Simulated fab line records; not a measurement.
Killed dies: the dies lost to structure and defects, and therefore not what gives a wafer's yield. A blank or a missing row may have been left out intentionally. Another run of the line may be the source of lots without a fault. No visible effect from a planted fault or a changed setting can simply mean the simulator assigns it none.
fab line records    flow rit_cmos
record: lots: 14  wafers: 42  last_day: 7
route steps=202 shown NWELL@34 GATE@82
lots that met no fault: from a run of the same line without faults
start_h: hours from the record's opening day to when the first of the lot's shown wafers began    wait_h: hours from the lot's prior step to this one    " as in the row above    L1.1+2: several wafers, shown together as one row    - either no value or no given start    * or withheld: withheld    < > ~ a bound
route shown NAME@n: a module of which the file shows steps, and the number in the route of the first    usual: mean/standard deviation of fault-free wafers    same: alike in all rows    chamber/n: place in a boat    sites: the reading at each site    _std_site: the values' standard deviation    _edge_site: mean of outer sites minus mean of inner sites    radius_mm: how far each site lies from the wafer's centre    mask NAME#n: copy n    behind: tool/chamber where the wafer was last shaped    hold: reason for holding the lot/hours on hold/outcome of the hold    device: the transistor (n, p or np) that didn't switch    end of line: tests of these same wafers at the route's end    a step without rows: its recipe alone    killed: count of dies lost to structure and defects at first sort (not the wafer's yield)    map: the dies of a wafer, with x for killed, . for not killed, _ for no die there
set.NAME: the setting as run; set.NAME@STEP: as run at that earlier step    model.NAME: the simulator's own value behind a step, which no gauge read
the route's steps for a sample of lots (tables are steps, rows are wafers)
services: when a tool's chamber went out of use (start_h, in hours from the record's first day, below 0 if earlier), for how many hours, and the reason
== steps ==
step: RIT_NWELL_OVL_MEAS_06
usual: NWELL_OVL: -0.5/1.3
lot.wafer  tool        chamber  start_h  wait_h  NWELL_OVL[nm]
L852.1     overlay-01  -        26.21    -       0.3
L852.5     "           -        "        "       0.1
L852.6     "           -        "        "       -1.1
L854.1     overlay-01  -        36.52    -       -3.2
L854.2     "           -        "        "       -1.5
L854.3     "           -        "        "       -1.6
L855.1     overlay-02  -        42.36    -       0.4
L855.2     "           -        "        "       -0.9
L855.5     "           -        "        "       0.5
L856.2     overlay-02  -        46.52    -       0.4
L856.5     "           -        "        "       -0.1
L856.6     "           -        "        "       -1.2
L858.3     overlay-02  -        56.16    -       2.8
L858.5     "           -        "        "       -0.4
L858.6     "           -        "        "       1.3
L863.1     overlay-02  -        80.16    -       1.8
L863.2     "           -        "        "       -0.5
L863.5     "           -        "        "       0.0
L864.3     overlay-02  -        85.95    -       -2.8
L864.5     "           -        "        "       -2.4
L864.6     "           -        "        "       -3.1
L866.1     overlay-01  -        95.90    -       -0.5
L866.4     "           -        "        "       -1.3
L866.5     "           -        "        "       -0.3
L867.2     overlay-01  -        100.24   -       -0.9
L867.4     "           -        "        "       -0.3
L867.5     "           -        "        "       -0.7
L869.2     overlay-02  -        110.85   -       -1.2
L869.3     "           -        "        "       -2.5
L869.6     "           -        "        "       -1.6
L870.2     overlay-02  -        115.26   -       -1.4
L870.5     "           -        "        "       -0.6
L870.6     "           -        "        "       -1.4
L871.1     overlay-01  -        120.27   -       1.6
L871.2     "           -        "        "       1.3
L871.6     "           -        "        "       0.9
L872.1     overlay-01  -        125.96   -       -0.3
L872.3     "           -        "        "       -1.0
L872.5     "           -        "        "       -1.7
L874.1     overlay-02  -        135.53   -       -2.4
L874.2     "           -        "        "       -1.5
L874.3     "           -        "        "       0.0
step: RIT_GATE_ANNEAL_06
recipe: temp_c: 900  time_s: 600  ambient: N2O
usual: run_length_s: 864/7.2  spike_tc_centre_C: 903.4/1.7
lot.wafer  tool        chamber  start_h  wait_h  run_length_s  spike_tc_centre_C
L852.1     furnace-01  0        38.54    0.0     862           905.4
L852.5     "           0        "        "       862           903.4
L852.6     "           0        "        "       862           904.2
L854.1     furnace-01  0        48.99    0.0     869           905.2
L854.2     "           0        "        "       869           905.6
L854.3     "           0        "        "       869           902.8
L855.1     furnace-03  0        55.65    0.2     875           899.2
L855.2     "           0        "        "       875           900.4
L855.5     "           0        "        "       875           902.7
L856.2     furnace-04  0        59.45    0.0     856           901.0
L856.5     "           0        "        "       856           903.1
L856.6     "           0        "        "       856           904.9
L858.3     furnace-04  0        69.39    0.0     857           903.0
L858.5     "           0        "        "       857           902.2
L858.6     "           0        "        "       857           901.8
L863.1     furnace-01  -        93.13    0.0     -             -
L863.2     "           -        "        "       -             -
L863.5     "           -        "        "       -             -
L864.3     furnace-01  -        98.48    0.0     -             -
L864.5     "           -        "        "       -             -
L864.6     "           -        "        "       -             -
L866.1     furnace-03  0        108.78   0.0     876           900.3
L866.4     "           0        "        "       876           899.0
L866.5     "           0        "        "       876           900.6
L867.2     furnace-03  0        113.77   0.0     871           900.9
L867.4     "           0        "        "       871           902.4
L867.5     "           0        "        "       871           901.0
L869.2     furnace-03  0        123.49   0.0     877           900.3
L869.3     "           0        "        "       877           900.4
L869.6     "           0        "        "       877           899.6
L870.2     furnace-01  0        128.13   0.0     863           905.1
L870.5     "           0        "        "       863           903.0
L870.6     "           0        "        "       863           904.1
L871.1     furnace-01  0        133.13   0.0     864           903.6
L871.2     "           0        "        "       864           904.8
L871.6     "           0        "        "       864           904.4
L872.1     furnace-01  0        138.53   0.0     867           904.0
L872.3     "           0        "        "       867           905.3
L872.5     "           0        "        "       867           903.6
L874.1     furnace-01  0        147.98   0.0     865           904.4
L874.2     "           0        "        "       865           904.6
L874.3     "           0        "        "       865           905.1
== services ==
tool        chamber  start_h  hours  kind
furnace-01  -        20.91    3.9    pm
furnace-03  -        98.52    3.2    pm
furnace-03  -        101.69   3.0    pm
== key ==
first_sign: step: RIT_GATE_ANNEAL_06  reading: tool_record  direction: missing
effect none on later readings
met_at RIT_GATE_ANNEAL_06
struck_lots L863,L864
later_rows_left_out L863.1,L863.2,L863.5,L864.3,L864.5,L864.6
sort_left_out L863.1,L863.2,L863.5,L864.3,L864.5,L864.6
tester_left_out L863,L864
not_acting_at RIT_NWELL_OVL_MEAS_06
onset_between 48.99 93.13
fault: kind: skipped_step_whole  tool: furnace-01  chamber: -  onset_h: 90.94  steps: RIT_GATE_ANNEAL_06  scope: struck_lots_only
tester_left_out: of these lots the tester's yield and bins aren't shown, on N5 and GAA mostly nor the transistor test; their killed dies are dies lost to structure and defects alone, not to doping, threshold or leakage, so they don't give the yield
sort_left_out: the simulated sort isn't trusted on such a fault, so these wafers' sort isn't shown, and their yield isn't known
later_rows_left_out: the simulator's readings of these wafers behind a module that went badly wrong aren't trusted and aren't shown, but for the sort
